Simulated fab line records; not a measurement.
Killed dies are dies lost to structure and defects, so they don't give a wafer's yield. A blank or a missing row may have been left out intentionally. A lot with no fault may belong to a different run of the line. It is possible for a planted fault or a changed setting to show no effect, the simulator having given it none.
Check for tools in common :: flow rit cmos :: 14 lots, 48 wafers sampled

## REASON FOR OPENING
RIT_NRETRO_TW_MEAS_10, reading NRETRO_TW: flagged on 2 of 14 lots. Fault-free wafers read 1061, with a standard deviation of 16.
Rule: a lot is flagged when every wafer of it that has a number lies more than 4 standard deviations from that mean, or none has a number. The rest of the lots are taken to be sound.

lot: L496
measured: day 2 10:48
on: film metro-04
NRETRO_TW, wafer by wafer: 1061 1059 1065
flag: 

lot: L497
measured: day 2 15:26
on: film metro-04
NRETRO_TW, wafer by wafer: 1061 1060 1062
flag: 

lot: L498
measured: day 2 20:43
on: film metro-01
NRETRO_TW, wafer by wafer: 1082 1076 1076
flag: 

lot: L501
measured: day 3 13:23
on: film metro-02
NRETRO_TW, wafer by wafer: 1037 1037 1032
flag: 

lot: L502
measured: day 3 16:28
on: film metro-02
NRETRO_TW, wafer by wafer: 1036 1038 1034
flag: 

lot: L503
measured: day 3 22:58
on: film metro-01
NRETRO_TW, wafer by wafer: 1079 1081 1073
flag: 

lot: L505
measured: day 4 08:23
on: film metro-04
NRETRO_TW, wafer by wafer: 1062 1057 1060
flag: 

lot: L506
measured: day 4 13:48
on: film metro-04
NRETRO_TW, wafer by wafer: 1068 1060 1057
flag: 

lot: L507
measured: day 4 18:32
on: film metro-01
NRETRO_TW, wafer by wafer: 1077 1082 1079
flag: 

lot: L514
measured: day 6 04:42
on: film metro-04
NRETRO_TW, wafer by wafer: 1165 1165 1162 1163 1157 1167
flag: FLAGGED

lot: L515
measured: day 6 10:41
on: film metro-01
NRETRO_TW, wafer by wafer: 1201 1196 1194 1197 1199 1199
flag: FLAGGED

lot: L516
measured: day 6 14:52
on: film metro-01
NRETRO_TW, wafer by wafer: 1081 1080 1081
flag: 

lot: L517
measured: day 6 21:06
on: film metro-01
NRETRO_TW, wafer by wafer: 1086 1079 1090
flag: 

lot: L518
measured: day 7 01:05
on: film metro-04
NRETRO_TW, wafer by wafer: 1055 1048 1060
flag: 
Average over the flagged lots: 1180; offset from the usual +119, equal to +7 standard deviations.

## TOOL THAT RAN EACH LOT
4 process steps preceding the reading are held in the record, out of 202 steps in the route. Every cell lists first the tool, next ch and the chambers used by the sampled wafers, and last the start.
lot: L496
flag: 
RIT_ACTIVE_ETCH_13: rie diel-02 ch 1,2, day 1 19:50
RIT_PWELL_STRIP_09: plasma asher-01 ch 0,1, day 2 03:40
RIT_NRETRO_IMPLANT_08: implanter-03 ch 0, day 2 10:30
RIT_NRETRO_STRIP_09: plasma asher-03 ch 0,1, day 2 10:40

lot: L497
flag: 
RIT_ACTIVE_ETCH_13: rie diel-04 ch 0,1,3, day 2 00:43
RIT_PWELL_STRIP_09: plasma asher-02 ch 0,1, day 2 08:23
RIT_NRETRO_IMPLANT_08: implanter-02 ch 0, day 2 15:07
RIT_NRETRO_STRIP_09: plasma asher-03 ch 0,1, day 2 15:16

lot: L498
flag: 
RIT_ACTIVE_ETCH_13: rie diel-01 ch 0,1,2, day 2 05:54
RIT_PWELL_STRIP_09: plasma asher-04 ch 0, day 2 13:21
RIT_NRETRO_IMPLANT_08: implanter-03 ch 0, day 2 20:23
RIT_NRETRO_STRIP_09: plasma asher-04 ch 0,1, day 2 20:32

lot: L501
flag: 
RIT_ACTIVE_ETCH_13: rie diel-02 ch 0,1,3, day 2 21:32
RIT_PWELL_STRIP_09: plasma asher-02 ch 0,1, day 3 06:20
RIT_NRETRO_IMPLANT_08: implanter-01 ch 0, day 3 13:05
RIT_NRETRO_STRIP_09: plasma asher-04 ch 0,1, day 3 13:13

lot: L502
flag: 
RIT_ACTIVE_ETCH_13: rie diel-02 ch 2,3, day 3 01:50
RIT_PWELL_STRIP_09: plasma asher-02 ch 0,1, day 3 09:17
RIT_NRETRO_IMPLANT_08: implanter-03 ch 0, day 3 16:08
RIT_NRETRO_STRIP_09: plasma asher-03 ch 0,1, day 3 16:17

lot: L503
flag: 
RIT_ACTIVE_ETCH_13: rie diel-01 ch 0,2, day 3 06:50
RIT_PWELL_STRIP_09: plasma asher-02 ch 0,1, day 3 15:46
RIT_NRETRO_IMPLANT_08: implanter-03 ch 0, day 3 22:39
RIT_NRETRO_STRIP_09: plasma asher-02 ch 0,1, day 3 22:47

lot: L505
flag: 
RIT_ACTIVE_ETCH_13: rie diel-04 ch 0,2,3, day 3 16:56
RIT_PWELL_STRIP_09: plasma asher-04 ch 0,1, day 4 00:46
RIT_NRETRO_IMPLANT_08: implanter-01 ch 0, day 4 08:04
RIT_NRETRO_STRIP_09: plasma asher-04 ch 0,1, day 4 08:13

lot: L506
flag: 
RIT_ACTIVE_ETCH_13: rie diel-01 ch 0,2, day 3 21:50
RIT_PWELL_STRIP_09: plasma asher-01 ch 1, day 4 06:44
RIT_NRETRO_IMPLANT_08: implanter-03 ch 0, day 4 13:29
RIT_NRETRO_STRIP_09: plasma asher-03 ch 0,1, day 4 13:37

lot: L507
flag: 
RIT_ACTIVE_ETCH_13: rie diel-02 ch 0,3, day 4 04:01
RIT_PWELL_STRIP_09: plasma asher-04 ch 1, day 4 11:25
RIT_NRETRO_IMPLANT_08: implanter-02 ch 0, day 4 18:13
RIT_NRETRO_STRIP_09: plasma asher-02 ch 1, day 4 18:22

lot: L514
flag: FLAGGED
RIT_ACTIVE_ETCH_13: rie diel-04 ch 1,2, day 5 13:43
RIT_PWELL_STRIP_09: plasma asher-01 ch 0,1, day 5 21:25
RIT_NRETRO_IMPLANT_08: implanter-02 ch 0, day 6 04:25
RIT_NRETRO_STRIP_09: plasma asher-03 ch 0,1, day 6 04:33

lot: L515
flag: FLAGGED
RIT_ACTIVE_ETCH_13: rie diel-01 ch 0,1,2, day 5 18:50
RIT_PWELL_STRIP_09: plasma asher-02 ch 0,1, day 6 03:33
RIT_NRETRO_IMPLANT_08: implanter-02 ch 0, day 6 10:23
RIT_NRETRO_STRIP_09: plasma asher-03 ch 0,1, day 6 10:33

lot: L516
flag: 
RIT_ACTIVE_ETCH_13: rie diel-04 ch 1,2, day 5 23:50
RIT_PWELL_STRIP_09: plasma asher-02 ch 0,1, day 6 07:37
RIT_NRETRO_IMPLANT_08: implanter-01 ch 0, day 6 14:33
RIT_NRETRO_STRIP_09: plasma asher-02 ch 0,1, day 6 14:42

lot: L517
flag: 
RIT_ACTIVE_ETCH_13: rie diel-04 ch 0,2, day 6 05:29
RIT_PWELL_STRIP_09: plasma asher-04 ch 1, day 6 14:03
RIT_NRETRO_IMPLANT_08: implanter-03 ch 0, day 6 20:47
RIT_NRETRO_STRIP_09: plasma asher-04 ch 0,1, day 6 20:56

lot: L518
flag: 
RIT_ACTIVE_ETCH_13: rie diel-02 ch 0,1,3, day 6 09:50
RIT_PWELL_STRIP_09: plasma asher-01 ch 0,1, day 6 17:40
RIT_NRETRO_IMPLANT_08: implanter-03 ch 0, day 7 00:47
RIT_NRETRO_STRIP_09: plasma asher-04 ch 0,1, day 7 00:57
What these steps do:
- RIT_ACTIVE_ETCH_13: etches Si3N4 in SF6, stops on SiO2, time 210 s, target depth 210 nm.
- RIT_PWELL_STRIP_09: strips in O2, time 180 s.
- RIT_NRETRO_IMPLANT_08
- RIT_NRETRO_STRIP_09: strips in O2, time 180 s.
- RIT_NRETRO_TW_MEAS_10

## FLAGGED OVER TOTAL, TOOL BY TOOL (the gauges that took the reading come last)
step: RIT_ACTIVE_ETCH_13
tool: rie diel-01
lots run: 4
flagged: 1
share of the flagged lots: some
sound lots run after its first flagged lot: 0

step: RIT_ACTIVE_ETCH_13
tool: rie diel-02
lots run: 5
flagged: 0
share of the flagged lots: none
sound lots run after its first flagged lot: -

step: RIT_ACTIVE_ETCH_13
tool: rie diel-04
lots run: 5
flagged: 1
share of the flagged lots: some
sound lots run after its first flagged lot: 2 (L516,L517)

step: RIT_PWELL_STRIP_09
tool: plasma asher-01
lots run: 4
flagged: 1
share of the flagged lots: some
sound lots run after its first flagged lot: 1 (L518)

step: RIT_PWELL_STRIP_09
tool: plasma asher-02
lots run: 6
flagged: 1
share of the flagged lots: some
sound lots run after its first flagged lot: 1 (L516)

step: RIT_PWELL_STRIP_09
tool: plasma asher-04
lots run: 4
flagged: 0
share of the flagged lots: none
sound lots run after its first flagged lot: -

step: RIT_NRETRO_IMPLANT_08
tool: implanter-01
lots run: 3
flagged: 0
share of the flagged lots: none
sound lots run after its first flagged lot: -

step: RIT_NRETRO_IMPLANT_08
tool: implanter-02
lots run: 4
flagged: 2
share of the flagged lots: all
sound lots run after its first flagged lot: 0

step: RIT_NRETRO_IMPLANT_08
tool: implanter-03
lots run: 7
flagged: 0
share of the flagged lots: none
sound lots run after its first flagged lot: -

step: RIT_NRETRO_STRIP_09
tool: plasma asher-02
lots run: 3
flagged: 0
share of the flagged lots: none
sound lots run after its first flagged lot: -

step: RIT_NRETRO_STRIP_09
tool: plasma asher-03
lots run: 6
flagged: 2
share of the flagged lots: all
sound lots run after its first flagged lot: 0

step: RIT_NRETRO_STRIP_09
tool: plasma asher-04
lots run: 5
flagged: 0
share of the flagged lots: none
sound lots run after its first flagged lot: -

step: RIT_NRETRO_TW_MEAS_10
tool: film metro-01
lots run: 6
flagged: 1
share of the flagged lots: some
sound lots run after its first flagged lot: 2 (L516,L517)

step: RIT_NRETRO_TW_MEAS_10
tool: film metro-02
lots run: 2
flagged: 0
share of the flagged lots: none
sound lots run after its first flagged lot: -

step: RIT_NRETRO_TW_MEAS_10
tool: film metro-04
lots run: 6
flagged: 1
share of the flagged lots: some
sound lots run after its first flagged lot: 1 (L518)

## WHAT IS ALLOWED BY THE TABLE
2 rows of the table ran every flagged lot: implanter-02 at RIT_NRETRO_IMPLANT_08, plasma asher-03 at RIT_NRETRO_STRIP_09.
- implanter-02 at RIT_NRETRO_IMPLANT_08: 2 of its 4 lots flagged. It ran its last sound lot, L507, at day 4 18:13 and its first flagged lot, L514, at day 6 04:25: a fault with its onset between the two fits. Its own readings lie more than 4 standard deviations out on every wafer of the flagged lots: dose ions cm2, faraday current uA.
- plasma asher-03 at RIT_NRETRO_STRIP_09: 2 of its 6 lots flagged. It ran its last sound lot, L506, at day 4 13:37 and its first flagged lot, L514, at day 6 04:33: a fault with its onset between the two fits.
Because each of these 2 tools fits a fault that began at some hour, counting lots does not separate them. More lots, or a look at what each step does to the wafer, might.

## WHAT THE SIMULATOR HAD PUT IN
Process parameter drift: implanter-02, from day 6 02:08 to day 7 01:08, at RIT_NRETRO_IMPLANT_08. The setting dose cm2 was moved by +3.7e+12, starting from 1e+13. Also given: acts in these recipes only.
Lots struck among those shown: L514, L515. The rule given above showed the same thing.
